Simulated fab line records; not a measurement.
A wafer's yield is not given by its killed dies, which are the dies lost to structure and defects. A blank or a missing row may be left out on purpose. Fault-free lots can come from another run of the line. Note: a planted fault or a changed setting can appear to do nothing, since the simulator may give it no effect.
Which tool was responsible?	flow berkeley_cmos170	Sampling: 12 lots, 36 wafers, 2 of 331 route steps

== WHAT THE GAUGES SHOWED, per wafer ==
UCB170_M1_CD_MEAS_90: the cd target is 700 nm.
lot	measured	on	cd_nm (nm)
L529	day 7 00:47	cd_sem-01	702.5 703.9 702.2
L528	day 7 01:56	cd_sem-01	701.5 700.4 701.7
L530	day 7 04:43	cd_sem-02	700.5 701.5 699.7
L531	day 7 05:38	cd_sem-02	700.5 699.6 702.3
L533	day 7 16:55	cd_sem-01	701.7 700.9 700.5
L538	day 8 23:59	cd_sem-02	698.8 698.5 698.7
L542	day 10 02:17	cd_sem-01	701.9 699.7 712.5
L544	day 10 02:25	cd_sem-02	700.6 699.8 699.9
L545	day 10 05:42	cd_sem-01	701.8 703.4 702.2
L547	day 11 02:56	cd_sem-02	704.6 703.8 703.3
L549	day 11 08:52	cd_sem-01	700.5 702.5 700.3
L551	day 12 02:34	cd_sem-02	702.7 702.2 702.1

== TOOL THAT RAN EACH LOT (tool first, then ch and the chambers of the sampled wafers, then the start) ==
lot	UCB170_M1_METAL_ETCH_12
L529	rie_metal-03 ch 0,1, day 7 00:34
L528	rie_metal-02 ch 0,1, day 7 01:43
L530	rie_metal-03 ch 0,1, day 7 04:29
L531	rie_metal-02 ch 0,1, day 7 05:21
L533	rie_metal-03 ch 0,1, day 7 16:39
L538	rie_metal-03 ch 0,1, day 8 23:45
L542	rie_metal-03 ch 0,1, day 10 02:02
L544	rie_metal-02 ch 0,1, day 10 02:10
L545	rie_metal-02 ch 0,1, day 10 05:28
L547	rie_metal-02 ch 0,1, day 11 02:34
L549	rie_metal-02 ch 0,1, day 11 08:38
L551	rie_metal-01 ch 0,1, day 12 02:19
- UCB170_M1_METAL_ETCH_12: etches Al in Cl2/BCl3, stops on PSG, target depth 780 nm, time 130 s.

== AS READ BY THE TOOLS THEMSELVES (means over the sampled wafers that have a number; for cases with no such wafer, the mark the record gives instead) ==
UCB170_M1_METAL_ETCH_12.
lot	tool	drypump_motor_current_A (A)	he_backside_leak_sccm (sccm)	oes_product_au (a.u.)	rf_fwd_power_W (W)	throttle_valve_pct (%)
L529	rie_metal-03	6.1	3.60	0.862	596.2	24.08
L528	rie_metal-02	5.4	4.02	0.856	596.7	24.30
L530	rie_metal-03	6.1	3.40	0.871	597.8	24.10
L531	rie_metal-02	5.8	3.52	0.855	598.1	24.26
L533	rie_metal-03	6.1	3.43	0.869	597.2	24.09
L538	rie_metal-03	6.1	3.65	0.873	598.6	24.09
L542	rie_metal-03	6.1	3.64	0.842	518.3	24.10
L544	rie_metal-02	5.4	3.41	0.854	598.2	24.31
L545	rie_metal-02	5.9	3.48	0.845	598.2	24.28
L547	rie_metal-02	5.4	4.00	0.860	598.4	24.30
L549	rie_metal-02	5.4	3.37	0.858	599.0	24.29
L551	rie_metal-01	5.5	3.17	0.851	596.5	24.21

== THE ANSWER, worked out from the rows above alone ==
Rule: what is usual is taken from the lots themselves. Put in order of their means at a reading, lots are off if they are a third of the lots or fewer, leave a main group of 4 or more, and stand apart from it by a gap of 3 or more times the standard deviation of the main group's means; of several such gaps the widest counts. The tables above print the reading to a certain number of digits; a main group whose means all agree to those digits is not used. Also off: a lot with no number at a reading for which 4 or more lots have one. All remaining lots with rows at the step are treated as sound. Order of review: gauges by route order, followed by the tools' own readings, for which a lot's mean as printed above is used. At the first step where some lot is off, the reading lying furthest off is the one used; lots without a number count as furthest.
Off: L542 (UCB170_M1_METAL_ETCH_12, rf_fwd_power_W). Mean 597.7 W and standard deviation 0.88 in the main group.
A tool fits if, at that step or a process step before it, it ran every lot that is off, and no sound lot after the first of them. One fits: UCB170_M1_METAL_ETCH_12 on rie_metal-03. Its last sound lot is L538 (day 8 23:45), its first lot that is off L542 (day 10 02:02): a fault that began between those two fits.
On the lots that are off, the tool's own readings at UCB170_M1_METAL_ETCH_12 differ by more than 5 times the standard deviation of the sound lots' means, which bears it out; rf_fwd_power_W reads 518.3 W there versus 597.7 W on the sound lots.

== WHAT THE SIMULATOR PUT IN ==
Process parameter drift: rie_metal-03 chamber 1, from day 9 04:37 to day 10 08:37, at UCB170_M1_METAL_ETCH_12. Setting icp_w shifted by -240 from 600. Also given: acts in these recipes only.
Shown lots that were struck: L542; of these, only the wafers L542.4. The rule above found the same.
